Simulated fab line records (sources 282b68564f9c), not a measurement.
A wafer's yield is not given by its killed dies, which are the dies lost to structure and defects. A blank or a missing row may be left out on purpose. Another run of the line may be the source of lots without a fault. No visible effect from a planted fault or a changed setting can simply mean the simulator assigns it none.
Split-lot study    flow rit cmos    23 wafers read from 5 lots, route of 202 steps

ABOUT THE SPLIT
At RIT_GATE_DEVELOP_15 (develop time 50 s), the setting develop time s was moved away from the recipe's 50 s on 5 of the 23 wafers read, by -5.4% to +7.0%. For the rest of the wafers, this setting stayed at what the recipe calls for.

FROM THE SPLIT TO THE READING: what the file shows between them, 4 steps
- RIT_GATE_CD_MEAS_16: target cd 150 nm
- RIT_GATE_HARDBAKE_18: time 60 s
- RIT_GATE_ETCH_19: etches poly-Si in SF6/CHF3/O2, stops on SiO2, time 165 s, target depth 312.5 nm
- RIT_GATE_STRIP_20: strips in O2, time 180 s

THE READING
Shown in nm: cd nm at RIT_GATE_CD_MEAS_90, with target cd 150 nm. A value of 149.3 nm with a standard deviation of 1.7 nm is what fault-free wafers of this fab line usually give.

wafer   tool, chamber at the split  develop time s as run, s  against the recipe  cd nm, nm  against lot-mates on the recipe
L074.1  litho track-02, 0           47.31                     -5.4%               157.9      +10.9
L074.2  litho track-02, 0           47.31                     -5.4%               157.4      +10.4
L074.3  litho track-02, 0           50                        recipe              146.2      -
L074.4  litho track-02, 0           50                        recipe              146.1      -
L074.6  litho track-02, 0           50                        recipe              148.7      -
L077.2  litho track-02, 0           53.52                     +7.0%               136.9      -9.7
L077.3  litho track-02, 0           50                        recipe              145.6      -
L077.4  litho track-02, 0           50                        recipe              147.6      -
L077.5  litho track-02, 0           53.52                     +7.0%               138.8      -7.8
L077.6  litho track-02, 0           53.52                     +7.0%               137.6      -9.0
L079.1  litho track-04, 0           50                        recipe              149.9      -
L079.2  litho track-04, 0           50                        recipe              148.9      -
L079.3  litho track-04, 0           50                        recipe              149.2      -
L079.4  litho track-04, 0           50                        recipe              149.6      -
L079.5  litho track-04, 0           50                        recipe              147.3      -
L082.1  litho track-01, 0           50                        recipe              149.7      -
L082.2  litho track-01, 0           50                        recipe              147.1      -
L082.4  litho track-01, 0           50                        recipe              148.5      -
L082.5  litho track-01, 0           50                        recipe              146.0      -
L082.6  litho track-01, 0           50                        recipe              148.3      -
L085.2  litho track-01, 0           50                        recipe              150.4      -
L085.4  litho track-01, 0           50                        recipe              150.8      -
L085.5  litho track-01, 0           50                        recipe              150.4      -

THE FIT
A straight line over all 23 wafers: cd nm changes by -1.57 nm for each +1% of develop time s; r = -0.95; the points scatter about the line by 1.6 nm.
The same after taking each lot's own level away (the mean of its wafers on the recipe; 23 wafers): -1.48 nm for each +1%; r = -0.96; scatter 1.3 nm.
The reading moves by 10 nm for the largest change in develop time s, on that fit.
Across the lots, their own levels run from 146.60 to 150.53 nm, a range of 2.3 times the standard deviation given above.
The two slopes are in agreement: the lot-to-lot level therefore moves the slope only a little.
Check: for one of the wafers moved furthest among these (+7.0%), held out of the fit, the line's prediction against its lot-mates is -10.1 nm. It came out at -9.7 nm against them.

OTHER SPLITS APPLIED TO THESE WAFERS
Other splits were also applied to these wafers ahead of the reading. Each is held against what the fit with the lots' levels taken away leaves over:
other split on the same wafers     wafers away from the commonest value  r with cd nm (lot level and that fit taken away)
RIT_ACTIVE_OXIDATION_01 temp c     10                                    -0.12
RIT_ACTIVE_EXPOSE_08 dose mj       5                                     -0.11
RIT_ACTIVE_ETCH_13 over etch frac  10                                    -0.13
RIT_FOX2_OXIDATION_00 ox time s    10                                    -0.24
RIT_NWELL_COAT_01 spin rpm         7                                     +0.13
RIT_NWELL_IMPLANT_08 energy kev    8                                     +0.10
RIT_GATE_CVD_08 pressure mtorr     18                                    +0.01

THE WHOLE CHAIN: every reading that the file lists as answering this split, in the file's order
step                 what it does      reading  change (the file's fit)               r (the file's)
RIT_GATE_CD_MEAS_16  target cd 150 nm  cd nm    -1.51 nm for each +1% of the setting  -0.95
RIT_GATE_CD_MEAS_90  target cd 150 nm  cd nm    -1.52 nm for each +1% of the setting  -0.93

THE FILE'S OWN FIT
cd nm changes by -1.52 nm for each +1% of develop time s, r = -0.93.
